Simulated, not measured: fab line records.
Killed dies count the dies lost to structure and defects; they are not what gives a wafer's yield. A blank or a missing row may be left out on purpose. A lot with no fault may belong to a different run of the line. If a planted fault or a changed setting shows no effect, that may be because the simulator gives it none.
Split-lot study ; flow berkeley cmos170 ; 23 wafers read across 5 lots, on a route 331 steps long

ON THE SPLIT
At UCB170_M3_PEB_13, the setting peb temp c was moved away from the recipe's 130 C on 10 of the 23 wafers read, by -2.0% to +2.7%. All remaining wafers had this setting at the recipe value.

FROM THE SPLIT TO THE READING: what the file shows between them, 5 steps
- UCB170_M3_DEVELOP_14: develop time 45 s
- UCB170_M3_CD_MEAS_15: target cd 700 nm
- UCB170_M3_ETCH_17: etches BARC in N2/H2
- UCB170_M3_METAL_ETCH_18: etches Al in Cl2/BCl3, stops on SiO2, target depth 1170 nm, time 195 s
- UCB170_M3_STRIP_19: strips in O2

THE READING
cd nm at UCB170_M3_CD_MEAS_90, given in nm (cd target 700 nm). Typical for fault-free wafers on this fab line: 700.0 nm, with standard deviation 3 nm.

wafer;tool, chamber at the split;peb temp c as run, C;against the recipe;cd nm, nm;against lot-mates on the recipe
L074.3;litho track-04, 0;130;recipe;700.7;-
L074.4;litho track-04, 0;130;recipe;700.6;-
L074.5;litho track-04, 0;130;recipe;698.6;-
L075.2;litho track-04, 0;130;recipe;700.1;-
L075.3;litho track-04, 0;130;recipe;700.8;-
L075.4;litho track-04, 0;133.5;+2.7%;674.0;-26.5
L075.5;litho track-04, 0;133.5;+2.7%;679.5;-21.0
L075.6;litho track-04, 0;133.5;+2.7%;674.5;-26.0
L076.1;litho track-04, 0;130;recipe;700.3;-
L076.3;litho track-04, 0;133.2;+2.5%;684.8;-16.6
L076.4;litho track-04, 0;130;recipe;703.4;-
L076.5;litho track-04, 0;130;recipe;700.5;-
L076.6;litho track-04, 0;133.2;+2.5%;684.3;-17.1
L081.1;litho track-01, 0;127.4;-2.0%;717.2;+15.2
L081.2;litho track-01, 0;127.4;-2.0%;723.3;+21.2
L081.4;litho track-01, 0;130;recipe;699.0;-
L081.5;litho track-01, 0;130;recipe;705.1;-
L081.6;litho track-01, 0;127.4;-2.0%;716.1;+14.1
L083.1;litho track-04, 0;131;+0.8%;694.4;-6.2
L083.2;litho track-04, 0;130;recipe;700.3;-
L083.3;litho track-04, 0;131;+0.8%;694.7;-5.9
L083.5;litho track-04, 0;130;recipe;700.5;-
L083.6;litho track-04, 0;130;recipe;701.0;-

THE FIT
A straight line over all 23 wafers: cd nm changes by -8.53 nm for each +1% of peb temp c; r = -0.98; the points scatter about the line by 2.6 nm.
The same after taking each lot's own level away (the mean of its wafers on the recipe; 23 wafers): -8.32 nm for each +1%; r = -0.98; scatter 2.3 nm.
According to that fit, moving peb temp c by its largest amount changes the reading by 22 nm.
Measured against the standard deviation above, the lots' own levels, which go from 699.97 to 702.05 nm, span 0.7 times it.
The two slopes are in agreement: the lot-to-lot level therefore moves the slope only a little.
Check: -21.5 nm against its lot-mates is what the line predicts for one of the wafers moved furthest among these (+2.7%) when that wafer is left out of the fit. It came out at -26.5 nm against them.

THE WHOLE CHAIN: every reading that the file lists as answering this split, in the file's order
step;what it does;reading;change (the file's fit);r (the file's)
UCB170_M3_CD_MEAS_15;target cd 700 nm;cd nm;-8.25 nm for each +1% of the setting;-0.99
UCB170_M3_ETCH_17;etches BARC in N2/H2;M3.cd nm (the simulator's own value, which no gauge read);-8.17 nm for each +1% of the setting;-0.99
UCB170_M3_CD_MEAS_90;target cd 700 nm;cd nm;-8.14 nm for each +1% of the setting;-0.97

THE FILE'S OWN FIT
cd nm changes by -8.14 nm for each +1% of peb temp c, r = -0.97.
